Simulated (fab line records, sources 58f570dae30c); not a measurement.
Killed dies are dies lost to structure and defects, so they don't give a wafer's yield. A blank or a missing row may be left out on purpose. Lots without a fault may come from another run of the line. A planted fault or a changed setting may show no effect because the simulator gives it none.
Split-lot experiment | flow berkeley_cmos170 | 5 lots, 23 wafers read, on a route of 331 steps

THE SPLIT
At UCB170_ACTIVE_COAT_08 (resist thk 900 nm), the setting resist_thk_nm was moved away from the recipe's 900 nm on 4 of the 23 wafers read, by -3.6% to +1.9%. The other wafers ran this setting at the recipe's value.

FROM THE SPLIT TO THE READING: what the file shows between them, 3 steps
- UCB170_ACTIVE_PEB_11 (also split here: peb_temp_c)
- UCB170_ACTIVE_DEVELOP_12: develop time 45 s
- UCB170_ACTIVE_CD_MEAS_13: target cd 1200 nm

THE READING
KrF_of_ACTIVE_COAT_08.thk_nm (the simulator's own value, which no gauge read), in nm, at UCB170_ACTIVE_ETCH_15 (etches Si3N4 in CH3F/Ar/O2, stops on SiO2, target depth 242 nm, time 151 s). The file gives no usual value for it. The 19 wafers here that ran the recipe average 724.6 nm, standard deviation 2.8 nm.

wafer  | tool, chamber at the split | resist_thk_nm as run, nm | against the recipe | KrF_of_ACTIVE_COAT_08.thk_nm, nm | against lot-mates on the recipe
L074.1 | litho_track-03, 0          | 900                      | recipe             | 726.2                            | -
L074.2 | litho_track-03, 0          | 900                      | recipe             | 728.7                            | -
L074.3 | litho_track-03, 0          | 867.3                    | -3.6%              | 697.1                            | -30.0
L074.4 | litho_track-03, 0          | 867.3                    | -3.6%              | 694.4                            | -32.7
L074.6 | litho_track-03, 0          | 900                      | recipe             | 726.3                            | -
L075.4 | litho_track-03, 0          | 900                      | recipe             | 722                              | -
L075.5 | litho_track-03, 0          | 900                      | recipe             | 719.5                            | -
L075.6 | litho_track-03, 0          | 900                      | recipe             | 718.4                            | -
L076.1 | litho_track-03, 0          | 900                      | recipe             | 721                              | -
L076.2 | litho_track-03, 0          | 900                      | recipe             | 728                              | -
L076.3 | litho_track-03, 0          | 916.7                    | +1.9%              | 744.1                            | +19.6
L076.5 | litho_track-03, 0          | 900                      | recipe             | 724.4                            | -
L076.6 | litho_track-03, 0          | 916.7                    | +1.9%              | 737.7                            | +13.2
L085.1 | litho_track-02, 0          | 900                      | recipe             | 724.5                            | -
L085.2 | litho_track-02, 0          | 900                      | recipe             | 727.1                            | -
L085.3 | litho_track-02, 0          | 900                      | recipe             | 725.6                            | -
L085.4 | litho_track-02, 0          | 900                      | recipe             | 726.9                            | -
L085.6 | litho_track-02, 0          | 900                      | recipe             | 725.6                            | -
L083.1 | litho_track-02, 0          | 900                      | recipe             | 721.7                            | -
L083.3 | litho_track-02, 0          | 900                      | recipe             | 725.7                            | -
L083.4 | litho_track-02, 0          | 900                      | recipe             | 725.8                            | -
L083.5 | litho_track-02, 0          | 900                      | recipe             | 723.4                            | -
L083.6 | litho_track-02, 0          | 900                      | recipe             | 726.8                            | -

THE FIT
A straight line over all 23 wafers: KrF_of_ACTIVE_COAT_08.thk_nm changes by +8.13 nm for each +1% of resist_thk_nm; r = +0.96; the points scatter about the line by 2.9 nm.
The same after taking each lot's own level away (the mean of its wafers on the recipe; 23 wafers): +8.67 nm for each +1%; r = +0.98; scatter 2 nm.
On that fit, the largest move of resist_thk_nm shifts the reading by 32 nm.
The lots' own levels span 719.97 to 727.07 nm, that is 2.5 times the standard deviation above.
So the lot-to-lot level changes the slope little: the two slopes agree.
Check: with one of the wafers moved furthest among these (-3.6%) left out of the fit, the line predicts -32.5 nm for it against its lot-mates. It came out at -30 nm against them.

OTHER SPLITS ON THESE WAFERS
These wafers also went through other splits before the reading. Each is held against what the fit with the lots' levels taken away leaves over:
other split on the same wafers         | wafers away from the commonest value | r with KrF_of_ACTIVE_COAT_08.thk_nm (lot level and that fit taken away)
UCB170_ZERO_COAT_01 resist_thk_nm      | 6                                    | -0.22
UCB170_ZERO_STRIP_07 o2_flow_sccm      | 8                                    | +0.22
UCB170_NWELL_IMPLANT_14 dose_cm2       | 8                                    | +0.00
UCB170_PWELL_CVD_05 time_s             | 18                                   | -0.01
UCB170_PWELL_DEVELOP_12 develop_time_s | 10                                   | -0.04
UCB170_ACTIVE_PEB_11 peb_temp_c        | 7                                    | -0.17

THE WHOLE CHAIN: every reading that the file lists as answering this split, in the file's order
step                   | what it does                                                               | reading                                                                       | change (the file's fit)              | r (the file's)
UCB170_ACTIVE_COAT_08  | resist thk 900 nm                                                          | KrF_of_ACTIVE_COAT_08.thk_nm (the simulator's own value, which no gauge read) | +8.96 nm for each +1% of the setting | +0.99
UCB170_ACTIVE_ETCH_15  | etches Si3N4 in CH3F/Ar/O2, stops on SiO2, target depth 242 nm, time 151 s | KrF_of_ACTIVE_COAT_08.thk_nm (the simulator's own value, which no gauge read) | +8.66 nm for each +1% of the setting | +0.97
UCB170_ACTIVE_STRIP_16 | strips in O2                                                               | strip_time_to_endpoint_s                                                      | withheld for each +1% of the setting | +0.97

THE FILE'S OWN FIT
KrF_of_ACTIVE_COAT_08.thk_nm changes by +8.66 nm for each +1% of resist_thk_nm, r = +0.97.
